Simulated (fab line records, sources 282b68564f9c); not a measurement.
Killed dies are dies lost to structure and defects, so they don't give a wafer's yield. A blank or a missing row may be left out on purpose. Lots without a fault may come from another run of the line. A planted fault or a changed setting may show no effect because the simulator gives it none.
Which tool did it? | flow rit_cmos | 14 lots, 42 wafers sampled, at 6 steps of a route of 202

WHAT THE GAUGES READ, wafer by wafer
RIT_FOX2_THK_MEAS_01.
lot  | measured    | on            | FOX2_OXIDE_THK (nm)
L115 | day 1 20:28 | film_metro-01 | 350 350 349
L116 | day 2 01:41 | film_metro-04 | 352 345 351
L117 | day 2 05:52 | film_metro-01 | 351 353 349
L118 | day 2 11:13 | film_metro-03 | 353 357 362
L120 | day 2 23:26 | film_metro-01 | 352 347 352
L121 | day 3 03:27 | film_metro-03 | 355 356 353
L122 | day 3 06:29 | film_metro-03 | 358 357 357
L124 | day 3 17:02 | film_metro-04 | 359 361 358
L125 | day 3 20:44 | film_metro-04 | 342 345 347
L129 | day 4 18:52 | film_metro-03 | 370 366 363
L130 | day 5 00:26 | film_metro-03 | 365 360 360
L135 | day 6 13:35 | film_metro-04 | 351 350 351
L136 | day 6 20:05 | film_metro-03 | 355 356 346
L138 | day 7 04:24 | film_metro-03 | 356 358 362

RIT_PLDD_TW_MEAS_10.
lot  | measured    | on            | PLDD_TW
L115 | day 2 20:50 | film_metro-01 | 2345 2361 2363
L116 | day 3 07:32 | film_metro-02 | 2350 2359 2363
L117 | day 3 09:55 | film_metro-03 | 2402 2405 2406
L118 | day 3 13:20 | film_metro-02 | 2366 2347 2350
L120 | day 4 06:07 | film_metro-03 | 2376 2387 2404
L121 | day 4 08:13 | film_metro-01 | 2359 2361 2355
L122 | day 4 11:14 | film_metro-01 | 2373 2365 2360
L124 | day 4 23:17 | film_metro-03 | 2407 2402 2408
L125 | day 5 02:07 | film_metro-02 | 2359 2355 2354
L129 | day 6 02:49 | film_metro-01 | 2141 2131 2142
L130 | day 6 20:24 | film_metro-02 | 2131 2115 2135
L135 | day 7 22:01 | film_metro-02 | 2358 2350 2342
L136 | day 8 02:32 | film_metro-03 | 2400 2420 2417
L138 | day 8 11:19 | film_metro-01 | 2340 2338 2344

RIT_SDANNEAL_RS_MEAS_06: measures by four-point-probe.
lot  | measured    | on            | PLDD_RS (ohm/sq)
L115 | day 3 04:02 | film_metro-01 | 178.1 177.7 177.4
L116 | day 3 13:44 | film_metro-03 | 178.5 178.2 178.6
L117 | day 3 16:17 | film_metro-03 | 178.6 178.2 178.7
L118 | day 3 19:53 | film_metro-02 | 177.8 178.3 177.9
L120 | day 4 12:34 | film_metro-01 | 178.5 179.0 178.6
L121 | day 4 14:45 | film_metro-01 | 179.4 178.7 179.1
L122 | day 4 17:43 | film_metro-03 | 178.6 178.7 179.1
L124 | day 5 05:22 | film_metro-02 | 177.9 178.0 178.3
L125 | day 5 08:22 | film_metro-02 | 177.9 178.4 178.2
L129 | day 6 09:32 | film_metro-01 | 203.1 203.1 203.2
L130 | day 7 02:32 | film_metro-01 | 203.1 202.9 203.6
L135 | day 8 04:53 | film_metro-01 | 178.5 178.5 178.9
L136 | day 8 08:55 | film_metro-03 | 178.4 178.5 178.8
L138 | day 8 17:58 | film_metro-01 | 178.7 178.5 179.0

RIT_M1_OVL_MEAS_10.
lot  | measured    | on         | M1_OVL (nm)
L115 | day 3 09:09 | overlay-01 | -1.8 1.0 -0.4
L116 | day 3 18:20 | overlay-02 | 2.9 1.7 1.1
L117 | day 3 20:59 | overlay-01 | 1.6 1.8 1.0
L118 | day 4 00:56 | overlay-01 | 2.2 1.1 -0.2
L120 | day 4 17:13 | overlay-02 | 2.2 -0.3 1.2
L121 | day 4 19:56 | overlay-02 | -0.2 0.4 -0.1
L122 | day 4 22:22 | overlay-02 | 1.4 2.5 2.9
L124 | day 5 09:57 | overlay-01 | 0.1 -0.2 0.7
L125 | day 5 12:56 | overlay-01 | 3.3 1.6 1.4
L129 | day 6 14:14 | overlay-01 | 0.0 1.1 0.8
L130 | day 7 07:14 | overlay-01 | 0.0 0.3 0.4
L135 | day 8 10:01 | overlay-01 | 0.3 2.0 2.2
L136 | day 8 13:47 | overlay-02 | 2.6 2.5 4.1
L138 | day 8 23:44 | overlay-01 | -0.6 1.9 -0.5

WHICH TOOL RAN EACH LOT (tool, then ch and the chambers of the sampled wafers, then the start)
lot  | RIT_PLDD_IMPLANT_08            | RIT_CONTACT_STRIP_12
L115 | implanter-04 ch 0, day 2 20:30 | plasma_asher-01 ch 0,1, day 3 06:44
L116 | implanter-04 ch 0, day 3 07:14 | plasma_asher-01 ch 0,1, day 3 16:06
L117 | implanter-04 ch 0, day 3 09:36 | plasma_asher-02 ch 0,1, day 3 18:51
L118 | implanter-01 ch 0, day 3 13:01 | plasma_asher-02 ch 0,1, day 3 22:19
L120 | implanter-01 ch 0, day 4 05:48 | plasma_asher-03 ch 0,1, day 4 15:02
L121 | implanter-01 ch 0, day 4 07:55 | plasma_asher-02 ch 0,1, day 4 17:35
L122 | implanter-01 ch 0, day 4 10:55 | plasma_asher-03 ch 0,1, day 4 20:05
L124 | implanter-01 ch 0, day 4 22:58 | plasma_asher-03 ch 0,1, day 5 07:42
L125 | implanter-01 ch 0, day 5 01:49 | plasma_asher-01 ch 0,1, day 5 10:51
L129 | implanter-04 ch 0, day 6 02:29 | plasma_asher-01 ch 0,1, day 6 12:00
L130 | implanter-04 ch 0, day 6 20:05 | plasma_asher-03 ch 0,1, day 7 05:07
L135 | implanter-03 ch 0, day 7 21:42 | plasma_asher-01 ch 0,1, day 8 07:46
L136 | implanter-03 ch 0, day 8 02:14 | plasma_asher-01 ch 0,1, day 8 11:34
L138 | implanter-03 ch 0, day 8 11:00 | plasma_asher-02 ch 0,1, day 8 20:52
- RIT_PLDD_IMPLANT_08
- RIT_CONTACT_STRIP_12: strips in O2, time 180 s.

WHAT THE TOOLS THEMSELVES READ (means of the sampled wafers that have a number; where no wafer has one, the mark that the record gives instead)
RIT_PLDD_IMPLANT_08.
lot  | tool         | beam_energy_keV
L115 | implanter-04 | 19.996
L116 | implanter-04 | 19.999
L117 | implanter-04 | 19.993
L118 | implanter-01 | 20.006
L120 | implanter-01 | 19.999
L121 | implanter-01 | 19.999
L122 | implanter-01 | 20.000
L124 | implanter-01 | 20.001
L125 | implanter-01 | 20.000
L129 | implanter-04 | 13.997
L130 | implanter-04 | 13.996
L135 | implanter-03 | 19.998
L136 | implanter-03 | 20.000
L138 | implanter-03 | 19.996

RIT_CONTACT_STRIP_12.
lot  | tool            | drypump_motor_current_A (A)
L115 | plasma_asher-01 | 5.6
L116 | plasma_asher-01 | 5.5
L117 | plasma_asher-02 | 5.6
L118 | plasma_asher-02 | 5.6
L120 | plasma_asher-03 | 6.3
L121 | plasma_asher-02 | 5.6
L122 | plasma_asher-03 | 6.5
L124 | plasma_asher-03 | 6.5
L125 | plasma_asher-01 | 5.7
L129 | plasma_asher-01 | 5.7
L130 | plasma_asher-03 | 6.5
L135 | plasma_asher-01 | 5.6
L136 | plasma_asher-01 | 5.7
L138 | plasma_asher-02 | 5.6

THE ANSWER, worked out from the rows above alone
Rule: what is usual is taken from the lots themselves. Put in order of their means at a reading, lots are off if they are a third of the lots or fewer, leave a main group of 4 or more, and stand apart from it by a gap of 3 or more times the standard deviation of the main group's means; of several such gaps the widest counts. A main group whose means are all the same, to the digits that the tables above print for the reading, isn't used. A lot without any number at a reading at which 4 lots or more have one is off too. The other lots that the step has rows for count as sound. The gauges are gone through in route order, then the tools' own readings, and for those a lot's mean is taken as printed above. The first step at which some lot is off is used, and at that step the reading that is off furthest; a lot without a number counts as furthest.
Off: L129, L130, at RIT_PLDD_TW_MEAS_10 (PLDD_TW). The main group: mean 2371, standard deviation 24.
A tool fits if, at a process step before that reading, it ran every lot that is off, and no sound lot after the first of them. The gauges at RIT_PLDD_TW_MEAS_10 aren't tried: what is off there is off at RIT_PLDD_IMPLANT_08 too, on other tools, and a gauge's error can't cause that. One fits: implanter-04 at RIT_PLDD_IMPLANT_08. Its last sound lot is L117 (day 3 09:36), its first lot that is off L129 (day 6 02:29): a fault that began between those two fits.
The tool's own readings at RIT_PLDD_IMPLANT_08 bear it out: on the lots that are off they differ by more than 5 times the standard deviation of the sound lots' means. beam_energy_keV reads 13.997 there against 19.999 on the sound lots.

WHAT THE SIMULATOR HAD PUT IN
Process parameter drift: implanter-04, from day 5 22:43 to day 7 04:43, at RIT_PLDD_IMPLANT_08. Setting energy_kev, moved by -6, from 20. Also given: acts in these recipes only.
Lots struck among those shown: L129, L130. The rule above found the same.
